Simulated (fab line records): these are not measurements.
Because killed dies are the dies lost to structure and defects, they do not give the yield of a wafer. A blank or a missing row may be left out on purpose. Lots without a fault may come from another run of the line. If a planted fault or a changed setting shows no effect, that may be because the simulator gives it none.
fab line records    flow ritCmos
[record] lots = 13  wafers = 39  lastDay = 7
route steps=202 shown SPACER@130 M1@202
lots untouched by any fault: they come from a run of this same line in which no faults occurred
startH: hours from the record's opening day to when the first of the lot's shown wafers began    waitH: hours elapsed since this lot's preceding step    " same as the row above    L1.1+2: one row covering several wafers at once    - value missing, or start not given    * or withheld: withheld    < > ~ a bound
route shown NAME@n: names a module that has steps shown in the file, with the first one's number in the route    usual: the fault-free wafers' mean and standard deviation    same: alike in all rows    chamber/n: place in a boat    sites: per-site readings    _std_site: how widely they spread, as a standard deviation    _edge_site: the outer-site mean with the inner-site mean subtracted    radiusMm: for every site, how far away it sits from the centre of the wafer    mask NAME#n: copy n    behind: the tool/chamber that last shaped the wafer    hold: the reason the lot was held/the length of the hold in hours/how it ended    device: transistor that didn't switch, given as n, p or np    end of line: tests of these same wafers at the route's end    for a step that has no rows: nothing shown but its recipe    killed: dies that structure and defects cost at the first sort, which is not the same as the wafer's yield    map: shows each die of a wafer: x if killed, . if not, _ if none is there
set.NAME: the setting that was run; set.NAME@STEP: the one run at that earlier step    model.NAME: the simulator's own value behind a step, which no gauge read
the route's steps for a sample of lots (tables are steps, rows are wafers)
services: from which hour (startH, from the record's first day; less than 0 if before it) a tool's chamber was out of use, for how many hours, and why
[[steps]]
[step RIT_SPACER_ETCHBACK_05]
[recipe] targetDepthA = 2500  SF6_flow_sccm = 30  CHF3_flow_sccm = 30  target = Si3N4  chemistry = SF6/CHF3  pressureMtorr = 40  rfW = 250  timeS = 240  stopOn = SiO2
[usual] CHF3_flow_sccm = 30.01/0.096  chamberPressureMTorr = 40.00/0.04  drypumpMotorCurrentA = 5.9/0.38  oesProductAu = 0.844/0.013  throttleValvePct = 10.29/0.11
lot.wafer  tool        chamber  startH  waitH  CHF3_flow_sccm  chamberPressureMTorr  drypumpMotorCurrentA  oesProductAu  rfHoursCounterH  throttleValvePct
L266.2     rieDiel-03  1        64.11   0.0    30.05           40.05                 5.5                   0.858         145              10.24
L266.5     "           0        "       "      29.95           39.92                 5.8                   0.854         -                10.55
L266.6     "           3        "       "      30.07           39.97                 6.5                   0.833         -                10.23
L267.2     rieDiel-02  1        71.17   0.0    30.01           40.02                 6.0                   0.860         18               10.30
L267.3     "           3        "       "      29.97           39.99                 5.8                   0.828         112              10.17
L267.6     "           0        "       "      30.00           40.03                 5.6                   0.838         -                10.29
L268.4     rieDiel-01  2        88.94   0.0    29.98           39.97                 5.0                   0.829         6                10.35
L268.5     "           2        "       "      30.12           40.00                 5.0                   0.844         -                10.34
L268.6     "           1        "       "      29.91           39.98                 5.8                   0.831         -                10.28
L269.3     rieDiel-03  0        89.20   0.0    30.13           40.02                 5.9                   0.839         96               10.55
L269.4     "           3        "       "      29.89           40.00                 6.5                   0.836         143              10.22
L269.6     "           0        "       "      30.03           40.01                 5.8                   0.847         -                10.53
L270.1     rieDiel-03  2        95.89   0.1    29.87           40.03                 5.4                   0.847         6                10.44
L270.4     "           0        "       "      30.22           39.97                 5.8                   0.845         96               10.55
L270.6     "           2        "       "      29.88           39.97                 5.4                   0.857         -                10.44
L272.2     rieDiel-02  3        95.94   0.0    30.11           39.96                 5.8                   0.839         112              10.16
L272.4     "           2        "       "      30.05           39.95                 6.1                   0.851         154              10.16
L272.6     "           3        "       "      29.98           40.01                 5.8                   0.833         -                10.15
L271.4     rieDiel-01  2        98.71   0.0    30.09           40.03                 5.0                   0.847         7                10.35
L271.5     "           2        "       "      30.13           39.94                 5.0                   0.845         -                10.35
L271.6     "           3        "       "      29.88           39.92                 6.3                   0.841         -                10.22
L278.1     rieDiel-01  1        134.01  0.1    30.08           39.94                 5.8                   0.834         48               10.28
L278.4     "           0        "       "      30.06           39.93                 6.3                   0.667         68               10.29
L278.6     "           0        "       "      29.90           39.99                 6.3                   0.670         -                10.30
L281.3     rieDiel-02  1        139.08  0.0    30.15           40.08                 6.0                   0.855         19               10.30
L281.4     "           1        "       "      30.13           39.99                 6.0                   0.846         -                10.32
L281.5     "           3        "       "      29.97           40.02                 5.8                   0.821         -                10.16
L282.2     rieDiel-02  1        143.35  0.0    29.95           39.97                 6.0                   0.868         19               10.31
L282.3     "           3        "       "      30.11           39.95                 5.8                   0.831         113              10.16
L282.6     "           2        "       "      29.97           40.03                 6.1                   0.857         -                10.19
L284.3     rieDiel-02  2        147.65  0.0    29.94           39.96                 6.2                   0.859         0                10.19
L284.4     "           1        "       "      30.12           39.96                 6.0                   0.868         19               10.31
L284.6     "           3        "       "      30.13           40.05                 5.8                   0.830         -                10.17
L288.3     rieDiel-02  2        163.91  0.0    29.93           39.96                 6.1                   0.860         1                10.19
L288.5     "           3        "       "      29.96           39.95                 5.8                   0.827         -                10.16
L288.6     "           2        "       "      29.85           40.01                 6.2                   0.845         -                10.20
L289.1     rieDiel-03  2        166.46  0.1    29.97           40.05                 5.4                   0.857         8                10.46
L289.2     "           3        "       "      30.06           40.00                 6.5                   0.837         145              10.21
L289.3     "           0        "       "      29.99           40.04                 5.8                   0.848         98               10.53
[step RIT_M1_PROBE_99]
[usual] killedAtContacts = 0.1/0.25  killedAtFrontEnd = 7/3.1  killedDies = 7/3.2  killedOnRim = 1.9/1.5  killedOpen = 3.3/2  killedShort = 3.5/2
[same] grossDies = 264  killed_at_M0_to_M3 = 0  killed_at_M4_up = 0  killedAtBackSide = 0  killedAtOther = 0
lot.wafer  tool       chamber  startH  waitH  killedAtContacts  killedAtFrontEnd  killedDies  killedOnRim  killedOpen  killedShort
L278.1     prober-01  -        145.67  0.1    0                 6                 6           4            3           3
L278.4     prober-01  -        145.82  0.2    0                 264               264         70           2           1
L278.6     prober-01  -        145.92  0.2    0                 264               264         70           2           2
// killed by level:class
L278.1 SPACER:geometricParticle:short=2 SILICIDE:geometricParticle:open=2 FOX1:geometricParticle:open=1 REOX:geometricParticle:short=1
L278.4 SPACER:areaEtchback=261 GATE:geometricParticle:open=2 GATE:geometricParticle:short=1
L278.6 SPACER:areaEtchback=260 GATE:geometricParticle:short=2 FOX1:geometricParticle:open=1 GATE:geometricParticle:open=1
[[services]]
tool        chamber  startH  hours  kind
rieDiel-03  3        66.73   1.3    repair
rieDiel-01  2        109.64  9.8    repair
rieDiel-02  2        112.83  11.1   repair
rieDiel-02  2        123.92  -      clean
rieDiel-02  2        123.92  16.1   scheduledDown
rieDiel-02  2        123.92  16.1   ventCycle
rieDiel-02  0        165.81  -      clean
[[key]]
[firstSign] step = RIT_SPACER_ETCHBACK_05  reading = oesProductAu  direction = down  sigmas = 13  usual = 0.844  struck = 0.668
[effect] step = RIT_M1_PROBE_99  reading = killedAtFrontEnd  direction = up  sigmas = 82  usual = 7  struck = 264
[moreKillsBornAt] RIT_SPACER_ETCHBACK_05@rieDiel-01 = 521
metAt RIT_SPACER_ETCHBACK_05
struckLots L278
struckWafers L278.4,L278.6
laterRowsLeftOut L278.4,L278.6
testerLeftOut L278
[fault] kind = processParameterDrift  tool = rieDiel-01  chamber = 0  onsetH = 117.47  steps = RIT_SPACER_ETCHBACK_05  channel = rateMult  offset = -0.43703  shape = step  endH = 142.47
// testerLeftOut: of these lots the tester's yield and bins aren't shown, on N5 and GAA mostly nor the transistor test; their killed dies are dies lost to structure and defects alone, not to doping, threshold or leakage, so they don't give the yield
// laterRowsLeftOut: the simulator's readings of these wafers behind a module that went badly wrong aren't trusted and aren't shown, but for the sort
